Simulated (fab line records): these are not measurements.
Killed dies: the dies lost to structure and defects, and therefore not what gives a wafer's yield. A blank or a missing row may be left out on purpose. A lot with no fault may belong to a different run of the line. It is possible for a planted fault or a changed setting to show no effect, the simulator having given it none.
fab line records    flow rit_cmos
record: lots: 6  wafers: 18  last_day: 5
route steps=202 shown ACTIVE@1 M1@202
lots that met no fault: from a run of the same line without faults
start_h: hours from the record's first day to the start of the lot's first wafer shown    wait_h: hours from the lot's prior step to this one    " unchanged from the row above    L1.1+2: one row covering several wafers at once    - no value, or no start was given    * or withheld: withheld    < > ~ a bound
route shown NAME@n: NAME is a module with steps in the file, n the number in the route of the first one    usual: mean and standard deviation over wafers with no fault    same: alike in all rows    chamber/n: place in a boat    sites: readings site by site    _std_site: their standard deviation    _edge_site: outer sites' mean less inner sites'    radius_mm: for every site, how far away it sits from the centre of the wafer    mask NAME#n: copy n    behind: the most recent tool/chamber to have shaped the wafer    hold: reason for holding the lot/hours on hold/outcome of the hold    device: names the non-switching transistor (n, p or np)    end of line: the same wafers' tests at the end of the route    a step without rows: its recipe alone    killed: the dies lost at the first sort to structure and to defects; this is not the yield of the wafer    map: dies across one wafer; x = killed, . = not, _ = none there
set.NAME: the run value of the setting; set.NAME@STEP: its run value at that earlier step    model.NAME: the simulator's own value behind a step, which no gauge read
lots at selected steps of the route; one table per step, one row per wafer
== steps ==
step: RIT_ACTIVE_BOW_MEAS_00
recipe: mode: bow
usual: INCOMING_BOW: 1/6.6
lot.wafer  tool           chamber  start_h  wait_h  INCOMING_BOW[um]
L157.1     film_metro-01  -        15.00    -       4
L157.2     "              -        "        "       2
L157.5     "              -        "        "       8
L161.4     film_metro-03  -        35.06    -       8
L161.5     "              -        "        "       -9
L161.6     "              -        "        "       9
L166.1     film_metro-03  -        60.00    -       -1
L166.2     "              -        "        "       -9
L166.4     "              -        "        "       6
L167.1     film_metro-02  -        65.00    -       -5
L167.2     "              -        "        "       2
L167.6     "              -        "        "       3
L168.1     film_metro-01  -        70.00    -       0
L168.3     "              -        "        "       -3
L168.4     "              -        "        "       2
L169.2     film_metro-02  -        75.02    -       6
L169.4     "              -        "        "       4
L169.5     "              -        "        "       1
step: RIT_ACTIVE_OXIDATION_01
recipe: temp_c: 1000  ambient: O2  target_thk_a: 468  ox_time_s: 3360
step: RIT_ACTIVE_THK_MEAS_02
recipe: reads: SiO2_of_ACTIVE_OXIDATION_01
usual: ACTIVE_OXIDE_THK: 46.9/0.86
lot.wafer  tool           chamber  start_h  wait_h  ACTIVE_OXIDE_THK[nm]
L157.1     film_metro-03  -        18.54    0.0     46.4
L157.2     "              -        "        "       45.5
L157.5     "              -        "        "       46.8
L161.4     film_metro-02  -        37.08    0.0     46.1
L161.5     "              -        "        "       46.3
L161.6     "              -        "        "       46.3
L166.1     film_metro-03  -        62.68    0.0     48.3
L166.2     "              -        "        "       47.9
L166.4     "              -        "        "       48.6
L167.1     film_metro-02  -        67.17    0.0     47.2
L167.2     "              -        "        "       46.6
L167.6     "              -        "        "       46.9
L168.1     film_metro-02  -        73.03    0.0     48.3
L168.3     "              -        "        "       48.1
L168.4     "              -        "        "       47.6
L169.2     film_metro-02  -        79.26    0.0     45.4
L169.4     "              -        "        "       45.9
L169.5     "              -        "        "       45.5
step: RIT_ACTIVE_CVD_03
recipe: material: Si3N4  target_thk_nm: 150  temp_c: 810  precursor: SiH2Cl2/NH3  time_s: 1500  pressure_mtorr: 300  sih2cl2_flow_sccm: 60  nh3_flow_sccm: 150
step: RIT_ACTIVE_THK_MEAS_04
recipe: reads: Si3N4_of_ACTIVE_CVD_03
usual: ACTIVE_NITRIDE_THK: 149.3/1.6
lot.wafer  tool           chamber  start_h  wait_h  ACTIVE_NITRIDE_THK[nm]
L157.1     film_metro-03  -        20.02    0.0     150.8
L157.2     "              -        "        "       151.7
L157.5     "              -        "        "       150.9
L161.4     film_metro-01  -        38.56    0.0     150.9
L161.5     "              -        "        "       151.2
L161.6     "              -        "        "       150.3
L166.1     film_metro-03  -        64.31    0.0     149.0
L166.2     "              -        "        "       149.5
L166.4     "              -        "        "       148.7
L167.1     film_metro-03  -        68.64    0.0     147.1
L167.2     "              -        "        "       148.0
L167.6     "              -        "        "       147.7
L168.1     film_metro-01  -        74.51    0.0     150.6
L168.3     "              -        "        "       149.4
L168.4     "              -        "        "       150.1
L169.2     film_metro-01  -        80.74    0.0     149.1
L169.4     "              -        "        "       150.0
L169.5     "              -        "        "       149.9
step: RIT_ACTIVE_HMDS_05
recipe: prime_time_s: 60  prime_temp_c: 140
step: RIT_ACTIVE_COAT_06
recipe: resist: NOVOLAK  spin_rpm: 3250  resist_thk_nm: 1000
step: RIT_ACTIVE_SOFTBAKE_07
recipe: resist: NOVOLAK  temp_c: 90  time_s: 60
usual: heater_power_total_W: 34.57/0.047  run_length_s: 89.30/0.13
lot.wafer  tool            chamber  start_h  wait_h  heater_power_total_W  run_length_s
L157.1     litho_track-03  0        20.38    0.1     34.61                 89.17
L157.2     "               0        "        "       34.56                 89.38
L157.5     "               0        "        "       34.54                 89.15
L161.4     litho_track-01  0        38.98    0.1     34.53                 89.26
L161.5     "               0        "        "       34.61                 89.28
L161.6     "               0        "        "       34.60                 89.28
L166.1     litho_track-03  0        64.67    0.1     35.83                 83.03
L166.2     "               0        "        "       35.72                 83.01
L166.4     "               0        "        "       35.74                 82.88
L167.1     litho_track-01  0        69.04    0.1     34.63                 89.41
L167.2     "               0        "        "       34.54                 89.28
L167.6     "               0        "        "       34.51                 89.59
L168.1     litho_track-01  0        74.87    0.1     34.59                 89.46
L168.3     "               0        "        "       34.61                 89.28
L168.4     "               0        "        "       34.52                 89.36
L169.2     litho_track-03  0        81.11    0.1     35.78                 83.06
L169.4     "               0        "        "       35.85                 82.70
L169.5     "               0        "        "       35.83                 82.75
step: RIT_ACTIVE_EXPOSE_08
recipe: mask_id: M1  na: 0.6  source_shape: conventional  sigma_outer: 0.6  target_cd_nm: 1400  dose_mj: 225
step: RIT_M1_PROBE_99
usual: killed_at_front_end: 7.2/2.5  killed_dies: 7.3/2.5  killed_open: 3.8/1.9  killed_short: 3.5/1.8
same: gross_dies: 264  killed_at_M0_to_M3: 0  killed_at_M4_up: 0  killed_at_back_side: 0  killed_at_contacts: 0  killed_at_other: 0
lot.wafer  tool       chamber  start_h  wait_h  killed_at_front_end  killed_dies  killed_open  killed_short
L157.1     prober-01  -        66.45    0.1     8                    8            3            5
L157.2     prober-01  -        66.50    0.1     8                    8            4            4
L157.5     prober-01  -        66.65    0.2     11                   11           6            5
L161.4     prober-02  -        84.81    0.2     3                    3            3            0
L161.5     prober-02  -        84.86    0.2     7                    7            4            3
L161.6     prober-02  -        84.91    0.2     5                    5            4            1
L166.1     prober-01  -        112.17   0.1     9                    9            6            3
L166.2     prober-01  -        112.22   0.1     9                    9            4            5
L166.4     prober-01  -        112.32   0.2     5                    5            4            1
L167.1     prober-01  -        118.15   0.1     5                    5            4            1
L167.2     prober-01  -        118.20   0.1     10                   10           7            3
L167.6     prober-01  -        118.40   0.2     10                   10           6            4
L168.1     prober-02  -        123.70   0.1     9                    9            6            3
L168.3     prober-02  -        123.80   0.2     6                    6            4            2
L168.4     prober-02  -        123.85   0.2     5                    5            2            3
L169.2     prober-01  -        125.81   0.1     4                    4            3            1
L169.4     prober-01  -        125.91   0.2     6                    6            2            4
L169.5     prober-01  -        125.96   0.2     7                    7            3            4
killed by level:class
L157.1 GATE:geometric_particle:short=4 SPACER:geometric_particle:open=2 FOX1:geometric_particle:short=1 GATE:geometric_particle:open=1
L157.2 GATE:geometric_particle:open=3 SILICIDE:geometric_particle:short=2 FOX2:geometric_particle:open=1 GATE:geometric_particle:short=1 REOX:geometric_particle:short=1
L157.5 REOX:geometric_particle:open=3 GATE:geometric_particle:short=2 REOX:geometric_particle:short=2 FOX1:geometric_particle:short=1 FOX2:geometric_particle:open=1 GATE:geometric_particle:open=1 SILICIDE:geometric_particle:open=1
L161.4 FOX1:geometric_particle:open=2 GATE:geometric_particle:open=1
L161.5 GATE:geometric_particle:open=2 FOX1:geometric_particle:open=1 FOX2:geometric_particle:short=1 REOX:geometric_particle:short=1 SILICIDE:geometric_particle:short=1 SILICIDE:geometric_particle:open=1
L161.6 FOX1:geometric_particle:open=2 GATE:geometric_particle:open=1 REOX:geometric_particle:open=1 SILICIDE:geometric_particle:short=1
L166.1 GATE:geometric_particle:open=3 SPACER:geometric_particle:short=2 SILICIDE:geometric_particle:open=2 SPACER:geometric_particle:open=1 SILICIDE:geometric_particle:short=1
L166.2 GATE:geometric_particle:short=2 SPACER:geometric_particle:open=2 SPACER:geometric_particle:short=2 REOX:geometric_particle:open=1 REOX:geometric_particle:short=1 SILICIDE:geometric_particle:open=1
L166.4 FOX1:geometric_particle:open=1 GATE:geometric_particle:short=1 GATE:geometric_particle:open=1 REOX:geometric_particle:open=1 SPACER:geometric_particle:open=1
L167.1 GATE:geometric_particle:open=2 FOX1:geometric_particle:open=1 FOX2:geometric_particle:open=1 GATE:geometric_particle:short=1
L167.2 FOX1:geometric_particle:open=2 REOX:geometric_particle:short=2 SILICIDE:geometric_particle:open=2 FOX2:geometric_particle:open=1 GATE:geometric_particle:open=1 GATE:geometric_particle:short=1 REOX:geometric_particle:open=1
L167.6 GATE:geometric_particle:open=4 SILICIDE:geometric_particle:short=2 FOX1:geometric_particle:open=1 FOX1:geometric_particle:short=1 REOX:geometric_particle:short=1 SILICIDE:geometric_particle:open=1
L168.1 GATE:geometric_particle:short=3 FOX2:geometric_particle:open=2 GATE:geometric_particle:open=2 SILICIDE:geometric_particle:open=2
L168.3 REOX:geometric_particle:short=2 GATE:geometric_particle:open=1 REOX:geometric_particle:open=1 SPACER:geometric_particle:open=1 SILICIDE:geometric_particle:open=1
L168.4 GATE:geometric_particle:short=2 GATE:geometric_particle:open=1 REOX:geometric_particle:short=1 SPACER:geometric_particle:open=1
L169.2 GATE:geometric_particle:open=3 GATE:geometric_particle:short=1
L169.4 SILICIDE:geometric_particle:short=2 GATE:geometric_particle:open=1 GATE:geometric_particle:short=1 REOX:geometric_particle:short=1 SILICIDE:geometric_particle:open=1
L169.5 GATE:geometric_particle:short=2 SILICIDE:geometric_particle:short=2 GATE:geometric_particle:open=1 SPACER:geometric_particle:open=1 SILICIDE:geometric_particle:open=1
== key ==
first_sign: step: RIT_ACTIVE_SOFTBAKE_07  reading: run_length_s  direction: down  sigmas: 50  usual: *  struck: *
effect: step: RIT_ACTIVE_SOFTBAKE_07  reading: heater_power_total_W  direction: up  sigmas: 26  usual: 34.57  struck: 35.79
met_at RIT_ACTIVE_SOFTBAKE_07
struck_wafers L166.1,L166.2,L166.4,L169.2,L169.4,L169.5
tester_left_out L166,L169
onset_between 20.38 64.67
fault: kind: process_parameter_drift  tool: litho_track-03  chamber: -  onset_h: 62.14  steps: RIT_ACTIVE_SOFTBAKE_07  channel: time_s  offset: *  shape: step  end_h: 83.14  acts_in: *  stated: *
tester_left_out: of these lots the tester's yield and bins aren't shown, on N5 and GAA mostly nor the transistor test; their killed dies are dies lost to structure and defects alone, not to doping, threshold or leakage, so they don't give the yield
